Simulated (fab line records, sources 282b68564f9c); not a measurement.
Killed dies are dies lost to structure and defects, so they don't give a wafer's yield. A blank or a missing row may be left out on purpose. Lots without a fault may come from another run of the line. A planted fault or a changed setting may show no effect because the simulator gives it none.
A struck lot beside a sound one | flow rit_cmos | 32 steps out of a route of 202
Sound: wafers L758.2, L758.5, L758.6. Struck: wafers L769.2, L769.3, L769.5. The cause comes at the end.
At each step with rows: each side's tool, then ch and its chambers, then its first start. Under that, the readings that differ: sound wafers | struck wafers | difference of the means | sigmas: that difference in standard deviations of wafers without a fault.
alike: readings whose means differ by less than 2 such deviations, and words and numbers that are the same on both sides. not compared: withheld readings, readings that some wafer has no value for, bounds like >300 that may hide the same value, and numbers for which the record gives no deviation and whose values overlap.
The two part at a step that has a row with sigmas, a row that says differs or no value, or rows on one side only. Numbers that don't overlap but have no deviation are shown without sigmas and don't part them. A reading that every wafer of one side lacks parts them only if that side has two wafers or more.

first, 1 step without rows for these wafers: RIT_PLDD_IMPLANT_08.
RIT_PLDD_STRIP_09: strips in O2, time 180 s.
  sound on plasma_asher-01 ch 0,1, day 3 15:08; struck on plasma_asher-01 ch 0,1, day 5 22:28
  alike: chamber_pressure_mTorr, drypump_motor_current_A
  not compared: rf_hours_counter_h
RIT_PLDD_TW_MEAS_10:
  sound on film_metro-01, day 3 15:19; struck on film_metro-01, day 5 22:38
  alike: PLDD_TW
then, 4 steps without rows for these wafers: RIT_SPACER_CLEAN_00 (cleans in SC1, time 600 s); RIT_SPACER_CLEAN_01 (cleans in dHF, time 30 s); RIT_SPACER_CLEAN_02 (cleans in SC2, time 600 s); RIT_SPACER_CVD_03 (deposits Si3N4 from SiH2Cl2/NH3, target thk 250 nm, time 3300 s).
RIT_SPACER_THK_MEAS_04:
  sound on film_metro-03, day 3 17:40; struck on film_metro-02, day 6 01:01
  reading                 | sound             | struck            | difference | sigmas
  SPACER_NITRIDE_THK (nm) | 251.5 251.9 251.2 | 245.7 246.8 245.3 | -5.6       | -2
RIT_SPACER_ETCHBACK_05: etches Si3N4 in SF6/CHF3, stops on SiO2, target depth 250 nm, time 240 s.
  sound on rie_diel-01 ch 0,3, day 3 17:43; struck on rie_diel-04 ch 0,1, day 6 01:04
  alike: chamber_pressure_mTorr, drypump_motor_current_A, oes_product_au, throttle_valve_pct
  not compared: rf_hours_counter_h
then, 3 steps without rows for these wafers: RIT_NSD_HMDS_00 (prime time 60 s); RIT_NSD_COAT_01 (resist thk 1000 nm); RIT_NSD_SOFTBAKE_02 (time 60 s).
RIT_NSD_EXPOSE_03: exposes mask M9, target cd 40700 nm.
  sound on iline_stepper-01 ch 0, day 3 18:20; struck on iline_stepper-02 ch 0, day 6 01:49
  reading | sound          | struck            | difference | sigmas
  mask    | M9#0 M9#0 M9#0 | M10#0 M10#0 M10#0 | differs    |
  alike: exposure_dose_mJ_cm2
then, 2 steps without rows for these wafers: RIT_NSD_PEB_04; RIT_NSD_DEVELOP_05 (develop time 50 s).
RIT_NSD_OVL_MEAS_06:
  sound on overlay-02, day 3 18:53; struck on overlay-01, day 6 02:12
  reading      | sound       | struck | difference                    | sigmas
  NSD_OVL (nm) | 0.9 2.6 2.8 | - - -  | no value on the struck wafers |
then, 2 steps without rows for these wafers: RIT_NSD_HARDBAKE_07 (time 60 s); RIT_NSD_IMPLANT_08.
RIT_NSD_STRIP_09: strips in O2, time 180 s.
  sound on plasma_asher-01 ch 0,1, day 3 19:13; struck on plasma_asher-04 ch 0,1, day 6 02:32
  alike: chamber_pressure_mTorr, drypump_motor_current_A
  not compared: rf_hours_counter_h
RIT_NSD_TW_MEAS_10:
  sound on film_metro-04, day 3 19:25; struck on film_metro-01, day 6 02:43
  reading | sound          | struck   | difference | sigmas
  NSD_TW  | 3112 3114 3121 | 30 30 30 | -3086      | -99 or more
then, 6 steps without rows for these wafers: RIT_PSD_HMDS_00 (prime time 60 s); RIT_PSD_COAT_01 (resist thk 1000 nm); RIT_PSD_SOFTBAKE_02 (time 60 s); RIT_PSD_EXPOSE_03 (exposes mask M10, target cd 40900 nm); RIT_PSD_PEB_04; RIT_PSD_DEVELOP_05 (develop time 50 s).
RIT_PSD_OVL_MEAS_06:
  sound on overlay-02, day 3 20:26; struck on overlay-01, day 6 03:37
  alike: PSD_OVL
then, 2 steps without rows for these wafers: RIT_PSD_HARDBAKE_07 (time 60 s); RIT_PSD_IMPLANT_08.
RIT_PSD_STRIP_09: strips in O2, time 180 s.
  sound on plasma_asher-02 ch 0,1, day 3 20:46; struck on plasma_asher-02 ch 1, day 6 03:57
  alike: chamber_pressure_mTorr, drypump_motor_current_A
  not compared: rf_hours_counter_h
RIT_PSD_TW_MEAS_10:
  sound on film_metro-04, day 3 20:57; struck on film_metro-03, day 6 04:08
  reading | sound          | struck         | difference | sigmas
  PSD_TW  | 3409 3425 3409 | 3636 3651 3637 | +227       | +12
then, 1 step without rows for these wafers: RIT_SDANNEAL_CLEAN_00 (cleans in SC1, time 600 s).

WHERE THEY PART
First at RIT_SPACER_THK_MEAS_04; last, within this record, at RIT_PSD_TW_MEAS_10.

WHY: what the simulator had put in
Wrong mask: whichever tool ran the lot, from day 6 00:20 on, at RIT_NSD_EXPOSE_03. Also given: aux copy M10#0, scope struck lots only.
